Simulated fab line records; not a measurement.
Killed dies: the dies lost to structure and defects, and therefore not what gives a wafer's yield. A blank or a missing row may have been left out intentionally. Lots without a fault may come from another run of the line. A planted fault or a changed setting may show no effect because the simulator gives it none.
Which tool is to blame? | flow ritCmos | 39 wafers from 13 lots sampled at 6 of the route's 202 steps

== WHAT EACH GAUGE READ, for each wafer ==
RIT_NLDD_TW_MEAS_10.
lot  | measured    | on           | NLDD_TW
L470 | day 2 18:11 | filmMetro-01 | 2538 2528 2545
L471 | day 2 22:30 | filmMetro-02 | 2499 2500 2495
L472 | day 3 03:20 | filmMetro-04 | 2494 2472 2483
L473 | day 3 09:40 | filmMetro-04 | 2494 2468 2491
L474 | day 3 17:22 | filmMetro-04 | 2486 2483 2485
L476 | day 4 01:57 | filmMetro-02 | 2477 2474 2472
L478 | day 4 10:34 | filmMetro-04 | 2486 2485 2471
L486 | day 6 01:52 | filmMetro-01 | 2539 2535 2530
L488 | day 6 15:11 | filmMetro-02 | 2503 2511 2504
L489 | day 6 18:26 | filmMetro-04 | 2486 2502 2503
L491 | day 7 08:46 | filmMetro-02 | 2516 2519 2498
L492 | day 7 11:02 | filmMetro-04 | 2498 2484 2485
L493 | day 7 16:01 | filmMetro-01 | 2537 2542 2551

RIT_PLDD_OVL_MEAS_06.
lot  | measured    | on         | PLDD_OVL (nm)
L470 | day 2 19:13 | overlay-02 | -0.3 -0.8 -2.1
L471 | day 2 23:24 | overlay-01 | -2.0 -0.4 -1.7
L472 | day 3 04:25 | overlay-01 | 1.3 0.5 -0.8
L473 | day 3 10:47 | overlay-01 | 0.3 0.6 -0.1
L474 | day 3 18:24 | overlay-02 | -2.8 -3.3 -1.1
L476 | day 4 02:58 | overlay-01 | -3.0 -1.5 -2.0
L478 | day 4 11:28 | overlay-01 | - - -
L486 | day 6 02:54 | overlay-01 | 2.0 0.3 2.8
L488 | day 6 16:13 | overlay-02 | -1.6 0.9 -1.1
L489 | day 6 19:28 | overlay-01 | 3.1 1.3 2.5
L491 | day 7 10:02 | overlay-02 | -0.4 -0.1 1.9
L492 | day 7 12:04 | overlay-01 | 0.1 -0.7 -0.1
L493 | day 7 16:55 | overlay-01 | 1.4 -0.9 0.1

RIT_PLDD_TW_MEAS_10.
lot  | measured    | on           | PLDD_TW
L470 | day 2 19:44 | filmMetro-04 | 2324 2334 2333
L471 | day 2 23:55 | filmMetro-02 | 2332 2333 2327
L472 | day 3 04:56 | filmMetro-04 | 2335 2322 2336
L473 | day 3 11:17 | filmMetro-04 | 2332 2330 2330
L474 | day 3 18:55 | filmMetro-01 | 2360 2358 2372
L476 | day 4 03:29 | filmMetro-02 | 2330 2329 2327
L478 | day 4 11:59 | filmMetro-02 | 30 30 30
L486 | day 6 03:25 | filmMetro-04 | 2355 2348 2349
L488 | day 6 16:44 | filmMetro-02 | 2350 2346 2351
L489 | day 6 19:59 | filmMetro-04 | 2344 2346 2343
L491 | day 7 10:33 | filmMetro-04 | 2324 2332 2338
L492 | day 7 12:35 | filmMetro-01 | 2386 2396 2385
L493 | day 7 17:26 | filmMetro-02 | 2344 2343 2349

RIT_PSD_OVL_MEAS_06.
lot  | measured    | on         | PSD_OVL (nm)
L470 | day 3 00:42 | overlay-01 | 0.0 2.9 -0.5
L471 | day 3 04:58 | overlay-02 | 0.5 -0.6 -2.8
L472 | day 3 10:54 | overlay-01 | -3.0 -1.5 1.9
L473 | day 3 16:16 | overlay-01 | -1.4 0.6 -0.2
L474 | day 4 00:57 | overlay-01 | 0.5 -0.9 -0.4
L476 | day 4 08:31 | overlay-01 | 0.0 -2.2 -0.7
L478 | day 4 17:59 | overlay-01 | -1.4 0.6 0.4
L486 | day 6 08:30 | overlay-02 | -2.4 -0.8 -1.9
L488 | day 6 22:45 | overlay-02 | -3.2 0.2 -0.4
L489 | day 7 03:20 | overlay-02 | 1.6 0.7 0.1
L491 | day 7 15:40 | overlay-01 | -1.6 -0.2 -0.5
L492 | day 7 17:26 | overlay-02 | -3.5 -3.7 -3.1
L493 | day 7 23:14 | overlay-01 | 0.6 -0.2 1.6

== EACH LOT AND THE TOOL THAT RAN IT (in order: tool; ch and the chambers of the sampled wafers; start) ==
lot  | RIT_GATE_ETCH_19               | RIT_PLDD_EXPOSE_03
L470 | rieSi-01 ch 0,1,3, day 2 13:16 | ilineStepper-02 ch 0, day 2 18:50
L471 | rieSi-02 ch 0,2, day 2 17:44   | ilineStepper-02 ch 0, day 2 23:02
L472 | rieSi-01 ch 1,2, day 2 22:18   | ilineStepper-02 ch 0, day 3 04:02
L473 | rieSi-02 ch 1,2, day 3 03:59   | ilineStepper-01 ch 0, day 3 10:23
L474 | rieSi-01 ch 0,1, day 3 11:23   | ilineStepper-02 ch 0, day 3 18:02
L476 | rieSi-01 ch 1,2,3, day 3 21:04 | ilineStepper-02 ch 0, day 4 02:36
L478 | rieSi-01 ch 0,2,3, day 4 05:49 | ilineStepper-01 ch 0, day 4 11:04
L486 | rieSi-01 ch 0,1,3, day 5 20:51 | ilineStepper-01 ch 0, day 6 02:32
L488 | rieSi-01 ch 0,1,2, day 6 10:26 | ilineStepper-02 ch 0, day 6 15:49
L489 | rieSi-02 ch 2,3, day 6 13:42   | ilineStepper-01 ch 0, day 6 19:04
L491 | rieSi-02 ch 0,1,3, day 7 03:53 | ilineStepper-02 ch 0, day 7 09:24
L492 | rieSi-01 ch 1,3, day 7 05:37   | ilineStepper-01 ch 0, day 7 11:41
L493 | rieSi-02 ch 0,3, day 7 10:31   | ilineStepper-01 ch 0, day 7 16:31
- RIT_GATE_ETCH_19: etches poly-Si in SF6/CHF3/O2, stops on SiO2, time 165 s, target depth 312.5 nm.
- RIT_PLDD_EXPOSE_03: exposes mask M8, target cd 40900 nm.

== WHAT THE TOOLS THEMSELVES READ (means of the sampled wafers that have a number; where no wafer has one, the mark that the record gives instead) ==
RIT_GATE_ETCH_19.
lot  | tool     | drypumpMotorCurrentA (A) | oesProductAu (a.u.) | throttleValvePct (%)
L470 | rieSi-01 | 5.8                      | 0.826               | 10.19
L471 | rieSi-02 | 5.2                      | 0.838               | 10.47
L472 | rieSi-01 | 5.7                      | 0.815               | 10.16
L473 | rieSi-02 | 5.4                      | 0.814               | 10.41
L474 | rieSi-01 | 5.7                      | 0.815               | 10.24
L476 | rieSi-01 | 5.8                      | 0.808               | 10.11
L478 | rieSi-01 | 5.9                      | 0.844               | 10.14
L486 | rieSi-01 | 5.8                      | 0.826               | 10.17
L488 | rieSi-01 | 5.7                      | 0.833               | 10.18
L489 | rieSi-02 | 5.1                      | 0.839               | 10.35
L491 | rieSi-02 | 5.3                      | 0.829               | 10.43
L492 | rieSi-01 | 5.9                      | 0.803               | 10.12
L493 | rieSi-02 | 5.1                      | 0.840               | 10.38

RIT_PLDD_EXPOSE_03.
lot  | tool            | focusOffsetNm (nm)
L470 | ilineStepper-02 | -0.2
L471 | ilineStepper-02 | -0.4
L472 | ilineStepper-02 | 0.1
L473 | ilineStepper-01 | 0.2
L474 | ilineStepper-02 | -0.0
L476 | ilineStepper-02 | 0.2
L478 | ilineStepper-01 | -0.3
L486 | ilineStepper-01 | 0.2
L488 | ilineStepper-02 | 0.4
L489 | ilineStepper-01 | -0.3
L491 | ilineStepper-02 | -0.1
L492 | ilineStepper-01 | 0.1
L493 | ilineStepper-01 | 0.0

== THE ANSWER, worked out from the rows above alone ==
Rule: what is usual is taken from the lots themselves. Put in order of their means at a reading, lots are off if they are a third of the lots or fewer, leave a main group of 4 or more, and stand apart from it by a gap of 3 or more times the standard deviation of the main group's means; of several such gaps the widest counts. A main group whose means are all the same, to the digits that the tables above print for the reading, isn't used. A lot without any number at a reading at which 4 lots or more have one is off too. The other lots that the step has rows for count as sound. After the gauges, taken in route order, come the tools' own readings; for these a lot's mean is taken, as printed above. At the first step where some lot is off, the reading lying furthest off is the one used; lots without a number count as furthest.
Off: at RIT_PLDD_OVL_MEAS_06 (PLDD_OVL), L478. Without a number there: L478. The main group: mean -0.2 nm, standard deviation 1.4.
If a tool, at a process step before that reading, ran all the lots that are off and no sound lot after the first of them, it fits. Not tried: the gauges at RIT_PLDD_OVL_MEAS_06; whatever is off there is also off at RIT_PLDD_TW_MEAS_10, on other tools, and gauge error can't account for it. No candidate that was tried fits.

== WHAT THE SIMULATOR PUT IN ==
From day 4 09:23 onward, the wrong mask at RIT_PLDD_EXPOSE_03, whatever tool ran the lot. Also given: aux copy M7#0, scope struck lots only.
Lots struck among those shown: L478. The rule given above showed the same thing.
